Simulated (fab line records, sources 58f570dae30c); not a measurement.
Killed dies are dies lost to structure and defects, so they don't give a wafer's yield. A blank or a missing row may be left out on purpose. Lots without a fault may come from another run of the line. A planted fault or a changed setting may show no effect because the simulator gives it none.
Split-lot experiment | flow berkeley_cmos170 | 5 lots, 23 wafers read, on a route of 331 steps

THE SPLIT
At UCB170_PSD_IMPLANT_08, the setting energy_kev was moved away from the recipe's 20 on 7 of the 23 wafers read, by -2.0% to +4.6%. The other wafers ran this setting at the recipe's value.

The reading is taken at the split's own step.

THE READING
implant.drp_nm (the simulator's own value, which no gauge read), in nm, at UCB170_PSD_IMPLANT_08. The file gives no usual value for it.

wafer  | tool, chamber at the split | energy_kev as run | against the recipe | implant.drp_nm, nm | against lot-mates on the recipe
L076.1 | implanter-04, 0            | 20                | recipe             | 28.34              | -
L076.3 | implanter-04, 0            | 20                | recipe             | 28.34              | -
L076.4 | implanter-04, 0            | 20                | recipe             | 28.34              | -
L076.5 | implanter-04, 0            | 20                | recipe             | 28.34              | -
L076.6 | implanter-04, 0            | 20                | recipe             | 28.34              | -
L075.2 | implanter-03, 0            | 20                | recipe             | 28.34              | -
L075.5 | implanter-03, 0            | 20                | recipe             | 28.34              | -
L075.3 | implanter-03, 0            | 19.6              | -2.0%              | 27.94              | -0.40
L075.4 | implanter-03, 0            | 19.6              | -2.0%              | 27.94              | -0.40
L075.6 | implanter-03, 0            | 19.6              | -2.0%              | 27.94              | -0.40
L077.1 | implanter-04, 0            | 20.91             | +4.6%              | 29.35              | +1.01
L077.6 | implanter-04, 0            | 20.91             | +4.6%              | 29.35              | +1.01
L077.2 | implanter-04, 0            | 20                | recipe             | 28.34              | -
L077.3 | implanter-04, 0            | 20                | recipe             | 28.34              | -
L077.4 | implanter-04, 0            | 20                | recipe             | 28.34              | -
L078.1 | implanter-03, 0            | 20                | recipe             | 28.34              | -
L078.4 | implanter-03, 0            | 20                | recipe             | 28.34              | -
L078.5 | implanter-03, 0            | 20                | recipe             | 28.34              | -
L078.2 | implanter-03, 0            | 20.65             | +3.2%              | 29.04              | +0.70
L078.6 | implanter-03, 0            | 20.65             | +3.2%              | 29.04              | +0.70
L085.3 | implanter-04, 0            | 20                | recipe             | 28.34              | -
L085.4 | implanter-04, 0            | 20                | recipe             | 28.34              | -
L085.5 | implanter-04, 0            | 20                | recipe             | 28.34              | -

THE FIT
A straight line over all 23 wafers: implant.drp_nm changes by +0.216 nm for each +1% of energy_kev; r = +1.00; the points scatter about the line by 0.013 nm.
The same after taking each lot's own level away (the mean of its wafers on the recipe; 23 wafers): +0.216 nm for each +1%; r = +1.00; scatter 0.013 nm.
On that fit, the largest move of energy_kev shifts the reading by 0.98 nm.
The lots' own levels span 28.340 to 28.340 nm.
So the lot-to-lot level changes the slope little: the two slopes agree.
Check: with one of the wafers moved furthest among these (+4.6%) left out of the fit, the line predicts +0.979 nm for it against its lot-mates. It came out at +1.01 nm against them.

OTHER SPLITS ON THESE WAFERS
These wafers also went through other splits before the reading. Each is held against what the fit with the lots' levels taken away leaves over:
other split on the same wafers    | wafers away from the commonest value | r with implant.drp_nm (lot level and that fit taken away)
UCB170_GATE_PEB_10 peb_temp_c     | 10                                   | -0.01
UCB170_PLDD_IMPLANT_09 dose_cm2   | 7                                    | +0.33
UCB170_NLDD_IMPLANT_08 energy_kev | 7                                    | +0.18

THE WHOLE CHAIN: every reading that the file lists as answering this split, in the file's order
step                  | what it does | reading                                                         | change (the file's fit)               | r (the file's)
UCB170_PSD_IMPLANT_08 |              | implant.rp_nm (the simulator's own value, which no gauge read)  | +0.656 nm for each +1% of the setting | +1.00
UCB170_PSD_IMPLANT_08 |              | implant.drp_nm (the simulator's own value, which no gauge read) | +0.218 nm for each +1% of the setting | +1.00
UCB170_PSD_STRIP_09   | strips in O2 | strip_time_to_endpoint_s                                        | withheld for each +1% of the setting  | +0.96

THE FILE'S OWN FIT
implant.drp_nm changes by +0.218 nm for each +1% of energy_kev, r = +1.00.
